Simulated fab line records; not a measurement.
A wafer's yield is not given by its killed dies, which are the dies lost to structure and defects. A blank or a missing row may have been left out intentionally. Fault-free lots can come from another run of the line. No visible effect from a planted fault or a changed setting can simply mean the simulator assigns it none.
Which tool did it? -- flow berkeley cmos170 -- 14 lots, 42 wafers sampled, at 4 steps of a route of 331

== WHAT THE GAUGES READ, wafer by wafer ==
UCB170_M2_CD_MEAS_15: target cd 700 nm. Usual: 700.2 nm for cd nm, sd 1.3.
lot,measured,on,cd nm (nm),flag
L448,day 8 07:27,cd sem-02,702.3 701.6 701.1,
L452,day 8 14:46,cd sem-02,697.6 697.3 698.5,
L451,day 8 10:56,cd sem-02,701.5 701.6 702.9,
L455,day 9 14:02,cd sem-01,700.3 700.2 701.4,
L453,day 9 14:40,cd sem-01,699.5 698.9 699.1,
L454,day 9 14:34,cd sem-02,699.3 699.4 698.3,
L460,day 10 23:42,cd sem-01,701.3 700.7 703.0,
L461,day 10 22:16,cd sem-01,698.7 698.9 699.8,
L463,day 11 12:20,cd sem-02,699.2 701.4 701.5,
L462,day 11 15:13,cd sem-01,700.6 700.4 699.7,
L468,day 12 06:11,cd sem-01,700.3 700.0 700.5,
L469,day 12 20:18,cd sem-02,699.8 699.3 699.4,
L470,day 12 18:16,cd sem-02,697.4 699.1 699.2,
L471,day 13 07:07,cd sem-02,698.9 698.8 698.7,

UCB170_M2_OVL_MEAS_16. Usual: for M2_OVL the level is -1 nm and the standard deviation is 6.6.
lot,measured,on,M2_OVL (nm),flag
L448,day 8 07:32,overlay-02,8 3 2,
L452,day 8 14:53,overlay-02,3 10 -2,
L451,day 8 11:04,overlay-02,-8 0 -1,
L455,day 9 14:09,overlay-01,-10 -5 -3,
L453,day 9 14:46,overlay-02,0 4 -7,
L454,day 9 14:40,overlay-01,-6 9 -3,
L460,day 10 23:49,overlay-02,3 2 -5,
L461,day 10 22:23,overlay-02,7 0 -3,
L463,day 11 12:27,overlay-01,-6 3 -3,
L462,day 11 15:20,overlay-02,7 1 -4,
L468,day 12 06:19,overlay-01,1 -3 -3,
L469,day 12 20:25,overlay-02,-2 -5 -12,
L470,day 12 18:22,overlay-01,5 10 -6,
L471,day 13 07:13,overlay-02,-4 5 5,

== WHICH TOOL RAN EACH LOT (tool, then ch and the chambers of the sampled wafers, then the start) ==
lot,UCB170_PWELL_SOFTBAKE_09,UCB170_M2_SPUTTER_01
L448,"litho track-03 ch 0, day 3 10:49","pvd sputter-03, day 8 04:50"
L452,"litho track-01 ch 0, day 3 18:16","pvd sputter-01, day 8 11:22"
L451,"litho track-02 ch 0, day 3 18:20","pvd sputter-03, day 8 08:13"
L455,"litho track-03 ch 0, day 4 14:20","pvd sputter-04, day 9 11:49"
L453,"litho track-01 ch 0, day 4 14:27","pvd sputter-01, day 9 12:11"
L454,"litho track-03 ch 0, day 4 14:47","pvd sputter-03, day 9 12:06"
L460,"litho track-03 ch 0, day 5 19:55","pvd sputter-04, day 10 21:31"
L461,"litho track-02 ch 0, day 5 20:02","pvd sputter-03, day 10 20:08"
L463,"litho track-02 ch 0, day 6 06:11","pvd sputter-01, day 11 10:19"
L462,"litho track-01 ch 0, day 6 06:31","pvd sputter-03, day 11 12:43"
L468,"litho track-03 ch 0, day 7 05:49","pvd sputter-01, day 12 03:20"
L469,"litho track-03 ch 0, day 7 18:29","pvd sputter-04, day 12 18:11"
L470,"litho track-01 ch 0, day 7 18:38","pvd sputter-01, day 12 16:19"
L471,"litho track-01 ch 0, day 8 02:53","pvd sputter-01, day 13 05:03"
- UCB170_PWELL_SOFTBAKE_09: time 60 s.
- UCB170_M2_SPUTTER_01: material Al, target thk 900 nm, time 120 s.

== AS READ BY THE TOOLS THEMSELVES (means over the sampled wafers that have a number; for cases with no such wafer, the mark the record gives instead) ==
UCB170_PWELL_SOFTBAKE_09. Usual: heater power total W 56.80 W, standard deviation 0.045; plate temp C 130.00 C, standard deviation 0.15; run length s 89.17 s, standard deviation 0.18.
lot,tool,heater power total W (W),plate temp C (C),run length s (s),flag
L448,litho track-03,56.75,130.16,89.14,
L452,litho track-01,56.81,130.08,89.02,
L451,litho track-02,56.74,129.99,89.28,
L455,litho track-03,56.84,130.14,89.25,
L453,litho track-01,56.84,130.03,89.02,
L454,litho track-03,56.80,129.84,89.33,
L460,litho track-03,56.84,130.29,89.23,
L461,litho track-02,56.77,129.94,89.32,
L463,litho track-02,56.83,129.98,89.33,
L462,litho track-01,56.76,129.94,88.95,
L468,litho track-03,60.47,-,77.16,OFF
L469,litho track-03,60.53,-,77.14,OFF
L470,litho track-01,56.85,129.97,89.02,
L471,litho track-01,56.78,130.15,88.92,

UCB170_M2_SPUTTER_01. Usual: 29.6 % for throttle valve pct, sd 0.86.
lot,tool,throttle valve pct (%),flag
L448,pvd sputter-03,30.0,
L452,pvd sputter-01,28.9,
L451,pvd sputter-03,29.0,
L455,pvd sputter-04,29.9,
L453,pvd sputter-01,29.8,
L454,pvd sputter-03,30.1,
L460,pvd sputter-04,29.7,
L461,pvd sputter-03,30.5,
L463,pvd sputter-01,29.6,
L462,pvd sputter-03,29.8,
L468,pvd sputter-01,29.7,
L469,pvd sputter-04,30.0,
L470,pvd sputter-01,28.9,
L471,pvd sputter-01,29.4,

== THE ANSWER, worked out from the rows above alone ==
Rule: lot off if the mean of its wafers having a number is beyond 3 standard deviations from the usual mean. A lot without any number at a reading at which 4 lots or more have one is off too. All remaining lots with rows at the step are treated as sound. Order of review: gauges by route order, followed by the tools' own readings, for which a lot's mean as printed above is used. At the first step where some lot is off, the reading lying furthest off is the one used; lots without a number count as furthest.
Off, at UCB170_PWELL_SOFTBAKE_09 on plate temp C: L468, L469. Without a number there: L468, L469.
If a tool, at that step or one of the process steps before it, ran each lot that is off and ran no sound lot following the first of them, it fits. One fits: UCB170_PWELL_SOFTBAKE_09 on litho track-03. A fault onset in the window from L460 (day 5 19:55, its last sound lot) to L468 (day 7 05:49, its first lot off) fits.
The tool's own readings at UCB170_PWELL_SOFTBAKE_09 bear it out: on the lots that are off they differ by more than 5 times the standard deviation of the sound lots' means. heater power total W reads 60.50 W there against 56.80 W on the sound lots; run length s reads 77.15 s there against 89.15 s on the sound lots.
Blank at UCB170_PWELL_SOFTBAKE_09 on the lots that are off, where sound lots have numbers: plate temp C.

== WHAT WAS PUT IN BY THE SIMULATOR ==
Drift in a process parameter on litho track-03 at UCB170_PWELL_SOFTBAKE_09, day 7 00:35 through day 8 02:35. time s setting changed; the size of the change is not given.
Struck lots among those shown: L468, L469. This agrees with what the rule above found.
